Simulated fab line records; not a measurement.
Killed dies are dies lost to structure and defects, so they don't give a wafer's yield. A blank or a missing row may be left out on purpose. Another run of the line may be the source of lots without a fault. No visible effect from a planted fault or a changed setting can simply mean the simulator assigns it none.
A single fault, viewed from 2 desks | flow rit cmos | each desk has only its own numbers; what lay behind them comes last

## FROM THE METROLOGY DESK
Lot by lot, what the gauges showed, no matter which tool ran the lot: averages of those sampled wafers that carry a number. Any lot whose mean is over 4 standard deviations away from the usual mean is out of limits and marked OUT; that distance is given in the brackets.
Columns: A = PLDD_TW at RIT_PLDD_TW_MEAS_10, usual 2338; B = PLDD_RS at RIT_SDANNEAL_RS_MEAS_06, usual 178.4 ohm/sq
lot  | first seen here | A              | B
L770 | day 2 22:22     | 2325           | 178.9
L771 | day 3 00:56     | 2328           | 178.9
L772 | day 3 08:24     | 2336           | 178.4
L773 | day 3 15:10     | 2334           | 178.6
L774 | day 3 17:50     | 2345           | 177.8
L775 | day 4 03:31     | 2336           | 178.5
L776 | day 4 06:13     | 2310           | 177.5
L783 | day 5 14:29     | 2646 (+22) OUT | 155.0 (-40) OUT
L784 | day 5 22:49     | 2667 (+24) OUT | 154.5 (-41) OUT
L786 | day 6 10:37     | 2320           | 178.5
L788 | day 7 00:18     | 2347           | 178.1
L789 | day 7 03:40     | 2354           | 179.2
L792 | day 7 15:32     | 2327           | 177.9
Finding of this desk: L783, L784 out of limits, first seen on L783 at day 5 14:29 (PLDD_TW at RIT_PLDD_TW_MEAS_10). In limits: L770, L771, L772, L773, L774, L775, L776, L786, L788, L789, L792.

## TOOL OWNER'S DESK, implanter-02
The tool's own readings at RIT_PLDD_IMPLANT_08, given as means over the sampled wafers that have a number, one for each lot that went through this tool. Any lot whose mean is over 4 standard deviations away from the usual mean is out of limits and marked OUT; that distance is given in the brackets.
Columns: A = dose ions cm2 at RIT_PLDD_IMPLANT_08, usual 9e+14; B = end station pressure torr at RIT_PLDD_IMPLANT_08, usual 7.2e-06 Torr; C = faraday current uA at RIT_PLDD_IMPLANT_08, usual 2829
lot  | first seen here | A                       | B       | C
L774 | day 3 17:30     | 9e+14                   | 7.3e-06 | 2814
L775 | day 4 03:13     | 9e+14                   | 6.8e-06 | 2804
L783 | day 5 14:10     | 2e+15 (+99 or more) OUT | 8.9e-06 | 4989 (+37) OUT
L784 | day 5 22:30     | 2e+15 (+99 or more) OUT | 8.8e-06 | 4877 (+35) OUT
This desk's verdict: out of limits on L783, L784, starting with L783 at day 5 14:10 (dose ions cm2 at RIT_PLDD_IMPLANT_08). In limits: L774, L775.

## TAKEN TOGETHER
The tool owner's desk could have raised an alarm at day 5 14:10, on L783, L784.
The metrology desk could have raised an alarm at day 5 14:29, on L783, L784.
All the named lots went through RIT_PLDD_IMPLANT_08 on implanter-02.

## WHAT THE SIMULATOR HAD PUT IN
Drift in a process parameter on implanter-02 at RIT_PLDD_IMPLANT_08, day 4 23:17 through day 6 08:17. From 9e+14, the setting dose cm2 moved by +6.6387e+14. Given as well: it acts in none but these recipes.
Lots struck among those shown: L783, L784.
Hours from the fault's start to each desk's first reading out of limits: the tool owner's desk, 15; the metrology desk, 15.
